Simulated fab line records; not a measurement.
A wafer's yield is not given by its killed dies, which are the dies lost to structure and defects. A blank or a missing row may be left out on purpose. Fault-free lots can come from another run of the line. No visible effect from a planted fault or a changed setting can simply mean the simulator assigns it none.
Which tool was responsible? + flow berkeleyCmos170 + 45 wafers from 15 lots sampled at 4 of the route's 331 steps

## WHAT EACH GAUGE READ, for each wafer
UCB170_SDANNEAL_RS_MEAS_02: measurement is done with a four-point probe.
| lot  | measured     | on           | PSD_RS (ohm/sq) |
|------|--------------|--------------|-----------------|
| L834 | day 7 09:16  | filmMetro-04 | 75.1 75.1 75.5  |
| L837 | day 7 17:27  | filmMetro-04 | 75.8 75.9 75.4  |
| L835 | day 7 19:17  | filmMetro-03 | 75.8 75.9 75.8  |
| L836 | day 7 19:19  | filmMetro-02 | 75.8 75.4 75.3  |
| L838 | day 8 14:23  | filmMetro-04 | 75.5 75.6 75.3  |
| L839 | day 8 13:34  | filmMetro-02 | 75.7 75.5 75.6  |
| L843 | day 9 00:35  | filmMetro-02 | 75.4 75.7 75.2  |
| L844 | day 9 00:13  | filmMetro-03 | 75.8 75.9 75.5  |
| L847 | day 10 05:27 | filmMetro-03 | 76.3 75.9 76.2  |
| L848 | day 10 05:33 | filmMetro-02 | 75.7 75.9 76.1  |
| L849 | day 10 04:53 | filmMetro-03 | 76.3 76.3 76.1  |
| L851 | day 11 03:34 | filmMetro-03 | 75.6 75.9 75.7  |
| L855 | day 11 17:22 | filmMetro-03 | 76.0 76.1 75.9  |
| L856 | day 11 17:38 | filmMetro-02 | 75.4 75.8 75.3  |
| L857 | day 12 00:20 | filmMetro-04 | 75.6 75.5 75.3  |

UCB170_M3_CD_MEAS_15: the cd target is 700 nm.
| lot  | measured     | on       | cdNm (nm)         |
|------|--------------|----------|-------------------|
| L834 | day 8 06:22  | cdSem-02 | 700.1 699.6 700.7 |
| L837 | day 8 15:46  | cdSem-01 | 700.1 700.4 699.1 |
| L835 | day 8 18:52  | cdSem-01 | 698.4 699.3 699.0 |
| L836 | day 8 17:20  | cdSem-01 | 699.0 699.0 697.9 |
| L838 | day 9 11:12  | cdSem-01 | 698.3 698.1 698.0 |
| L839 | day 9 09:07  | cdSem-02 | 700.3 700.0 701.5 |
| L843 | day 10 01:07 | cdSem-01 | 700.8 700.2 700.5 |
| L844 | day 10 00:50 | cdSem-01 | 701.6 701.1 701.5 |
| L847 | day 11 07:35 | cdSem-02 | 700.5 699.7 699.8 |
| L848 | day 11 11:25 | cdSem-02 | 699.9 698.0 698.9 |
| L849 | day 11 05:03 | cdSem-01 | 698.3 699.5 700.2 |
| L851 | day 11 23:40 | cdSem-01 | 699.2 698.7 700.4 |
| L855 | day 12 13:12 | cdSem-02 | 700.3 700.4 699.3 |
| L856 | day 12 15:03 | cdSem-01 | 699.8 699.0 699.3 |
| L857 | day 12 22:29 | cdSem-02 | 700.8 701.4 702.0 |

UCB170_M3_BOW_MEAS_20.
| lot  | measured     | on           | M3_BOW (um) |
|------|--------------|--------------|-------------|
| L834 | day 8 06:58  | filmMetro-02 | 28 36 34    |
| L837 | day 8 16:23  | filmMetro-04 | 22 32 39    |
| L835 | day 8 19:29  | filmMetro-02 | 33 45 40    |
| L836 | day 8 18:03  | filmMetro-03 | 38 51 45    |
| L838 | day 9 11:49  | filmMetro-04 | 34 26 33    |
| L839 | day 9 09:43  | filmMetro-02 | 38 22 28    |
| L843 | day 10 01:44 | filmMetro-02 | 33 33 45    |
| L844 | day 10 01:32 | filmMetro-04 | 39 31 36    |
| L847 | day 11 08:11 | filmMetro-03 | 31 33 35    |
| L848 | day 11 12:02 | filmMetro-04 | 29 30 48    |
| L849 | day 11 05:39 | filmMetro-02 | 27 33 29    |
| L851 | day 12 00:17 | filmMetro-02 | 33 35 35    |
| L855 | day 12 13:48 | filmMetro-03 | 41 26 23    |
| L856 | day 12 15:39 | filmMetro-03 | 27 47 44    |
| L857 | day 12 23:05 | filmMetro-04 | 37 44 30    |

## WHAT TOOL EACH LOT RAN ON (gives the tool, then ch and the chambers of the sampled wafers, and finally the start)
| lot  | UCB170_PWELL_CLEAN_00         |
|------|-------------------------------|
| L834 | wetBench-01 ch 1, day 2 15:31 |
| L837 | wetBench-04 ch 1, day 3 01:35 |
| L835 | wetBench-04 ch 1, day 3 01:56 |
| L836 | wetBench-01 ch 0, day 3 05:23 |
| L838 | wetBench-01 ch 1, day 3 21:32 |
| L839 | wetBench-01 ch 1, day 3 21:32 |
| L843 | wetBench-04 ch 3, day 4 15:46 |
| L844 | wetBench-04 ch 1, day 4 15:59 |
| L847 | wetBench-01 ch 2, day 5 11:06 |
| L848 | wetBench-01 ch 1, day 5 11:06 |
| L849 | wetBench-01 ch 0, day 5 11:06 |
| L851 | wetBench-02 ch 3, day 6 09:26 |
| L855 | wetBench-04 ch 3, day 6 23:41 |
| L856 | wetBench-04 ch 1, day 6 23:41 |
| L857 | wetBench-02 ch 0, day 7 06:41 |
- UCB170_PWELL_CLEAN_00: cleans in SPM, time 600 s.

## AS READ BY THE TOOLS THEMSELVES (means over the sampled wafers that have a number; for cases with no such wafer, the mark the record gives instead)
The record holds no such reading with a usual standard deviation.

## THE ANSWER, worked out from the rows above alone
Rule: the lots themselves supply what counts as usual. Put in order of their means at a reading, lots are off if they are a third of the lots or fewer, leave a main group of 4 or more, and stand apart from it by a gap of 3 or more times the standard deviation of the main group's means; of several such gaps the widest counts. Not used: any main group whose means are identical at the precision the tables above print for the reading. A lot without any number at a reading at which 4 lots or more have one is off too. Any other lot the step has rows for is counted as sound. Order of review: gauges by route order, followed by the tools' own readings, for which a lot's mean as printed above is used. The first step at which some lot is off is used, and at that step the reading that is off furthest; a lot without a number counts as furthest.
Across all readings shown, no lot is off: no conclusion can be drawn from this.

## WHAT THE SIMULATOR PUT IN
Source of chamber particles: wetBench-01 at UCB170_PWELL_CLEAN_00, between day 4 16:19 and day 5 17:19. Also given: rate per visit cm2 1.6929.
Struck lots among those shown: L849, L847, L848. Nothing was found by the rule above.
